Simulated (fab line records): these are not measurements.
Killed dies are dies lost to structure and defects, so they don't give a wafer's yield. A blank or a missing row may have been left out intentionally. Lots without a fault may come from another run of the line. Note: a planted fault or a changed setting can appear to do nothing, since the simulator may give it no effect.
fab line records -- flow berkeley-cmos170
record lots=7, wafers=21, last-day=11
route steps=331 shown START@1
lots with no fault: from the same line, run without faults
start-h: start of the lot's first displayed wafer, in hours after the record's first day -- wait-h: how many hours have passed since the lot's step before this one -- " unchanged from the row above -- L1.1+2: a single row standing in for several wafers -- - no value present, or no start provided -- * or withheld: withheld -- < > ~ a bound
route shown NAME@n: NAME is a module with steps in the file, n the number in the route of the first one -- usual: mean/standard deviation taken from wafers without a fault -- same: alike in all rows -- chamber/n: place in a boat -- sites: the reading at each site -- _std_site: the standard deviation of these -- _edge_site: outer sites' mean less inner sites' -- radius-mm: how far each site lies from the wafer's centre -- mask NAME#n: copy n -- behind: tool/chamber where the wafer was last shaped -- hold: the reason the lot was held/the length of the hold in hours/how it ended -- device: the transistor (n, p or np) that didn't switch -- end of line: at the end of the route, the tests of the same wafers -- where a step has no rows: the recipe by itself -- killed: not the wafer's yield, but the dies lost to structure and defects at the first sort -- map: a wafer's dies, x killed, . not, _ none there
set.NAME: the setting that was run; set.NAME@STEP: the one run at that earlier step -- model.NAME: the simulator's own value behind a step, which no gauge read
lots at selected steps of the route; one table per step, one row per wafer
services: a tool's chamber out of use, with start hour (start-h, from the record's first day; less than 0 if before it), hours out, and reason
## steps
# step UCB170_START_BOW_MEAS_00
# recipe mode=bow
# usual INCOMING_BOW=1/6.3
lot.wafer,tool,chamber,start-h,wait-h,INCOMING_BOW[um]
L207.4,film-metro-02,-,50.06,-,-2
L207.5,film-metro-02,-,50.06,-,3
L207.6,film-metro-02,-,50.06,-,-1
L212.1,film-metro-03,-,75.00,-,8
L212.3,film-metro-03,-,75.00,-,-2
L212.5,film-metro-03,-,75.00,-,0
L213.3,film-metro-01,-,80.04,-,-7
L213.4,film-metro-01,-,80.04,-,4
L213.5,film-metro-01,-,80.04,-,-1
L214.3,film-metro-02,-,85.04,-,-7
L214.4,film-metro-02,-,85.04,-,-1
L214.6,film-metro-02,-,85.04,-,-1
L217.2,film-metro-03,-,100.02,-,0
L217.4,film-metro-03,-,100.02,-,7
L217.5,film-metro-03,-,100.02,-,6
L219.1,film-metro-01,-,110.00,-,7
L219.2,film-metro-01,-,110.00,-,3
L219.4,film-metro-01,-,110.00,-,-5
L221.1,film-metro-01,-,120.00,-,-10
L221.5,film-metro-01,-,120.00,-,1
L221.6,film-metro-01,-,120.00,-,5
# step UCB170_START_CLEAN_01
# recipe chemistry=dHF, dilution=25:1, time-s=60
# step UCB170_START_OXIDATION_02
# recipe temp-c=950, ambient=O2, target-thk-a=200, ox-time-s=1800
# usual ox-temp-c=950.0/0.42, ox-temp-c-max=955.1/1.1
lot.wafer,tool,chamber,start-h,wait-h,ox-temp-c,ox-temp-c-max
L207.4,furnace-01,0,53.70,3.6,950.5,954.0
L207.5,furnace-01,0,53.70,3.6,950.4,954.5
L207.6,furnace-01,0,53.70,3.6,950.9,955.0
L212.1,furnace-01,-,76.52,1.2,-,-
L212.3,furnace-01,-,76.52,1.2,-,-
L212.5,furnace-01,-,76.52,1.2,-,-
L213.3,furnace-04,-,81.10,1.0,-,-
L213.4,furnace-04,-,81.10,1.0,-,-
L213.5,furnace-04,-,81.10,1.0,-,-
L214.3,furnace-01,-,89.47,4.3,-,-
L214.4,furnace-01,-,89.47,4.3,-,-
L214.6,furnace-01,-,89.47,4.3,-,-
L217.2,furnace-01,0,102.50,2.3,949.7,954.8
L217.4,furnace-01,0,102.50,2.3,949.4,953.5
L217.5,furnace-01,0,102.50,2.3,949.5,952.8
L219.1,furnace-04,0,112.33,2.2,949.4,954.9
L219.2,furnace-04,0,112.33,2.2,949.8,954.0
L219.4,furnace-04,0,112.33,2.2,949.8,956.3
L221.1,furnace-01,0,122.30,2.0,950.2,953.5
L221.5,furnace-01,0,122.30,2.0,950.7,955.9
L221.6,furnace-01,0,122.30,2.0,950.3,953.8
## services
tool,chamber,start-h,hours,kind
furnace-04,-,75.84,3.6,pm
furnace-01,-,80.87,3.4,pm
## key
first-sign step=UCB170_START_OXIDATION_02, reading=tool-record, direction=missing
effect none on later readings
met-at UCB170_START_OXIDATION_02
struck-wafers L212.1,L212.3,L212.5,L213.3,L213.4,L213.5,L214.3,L214.4,L214.6
later-rows-left-out L212.1,L212.3,L212.5,L213.3,L213.4,L213.5,L214.3,L214.4,L214.6
sort-left-out L212.1,L212.3,L212.5,L213.3,L213.4,L213.5,L214.3,L214.4,L214.6
tester-left-out L212,L213,L214
onset-between 53.70 76.52
fault kind=skipped-step-whole, tool=furnace-01,furnace-04, chamber=-, onset-h=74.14, steps=UCB170_START_OXIDATION_02, scope=struck-lots-only
# tester-left-out: of these lots the tester's yield and bins aren't shown, on N5 and GAA mostly nor the transistor test; their killed dies are dies lost to structure and defects alone, not to doping, threshold or leakage, so they don't give the yield
# sort-left-out: the simulated sort isn't trusted on such a fault, so these wafers' sort isn't shown, and their yield isn't known
# later-rows-left-out: the simulator's readings of these wafers behind a module that went badly wrong aren't trusted and aren't shown, but for the sort
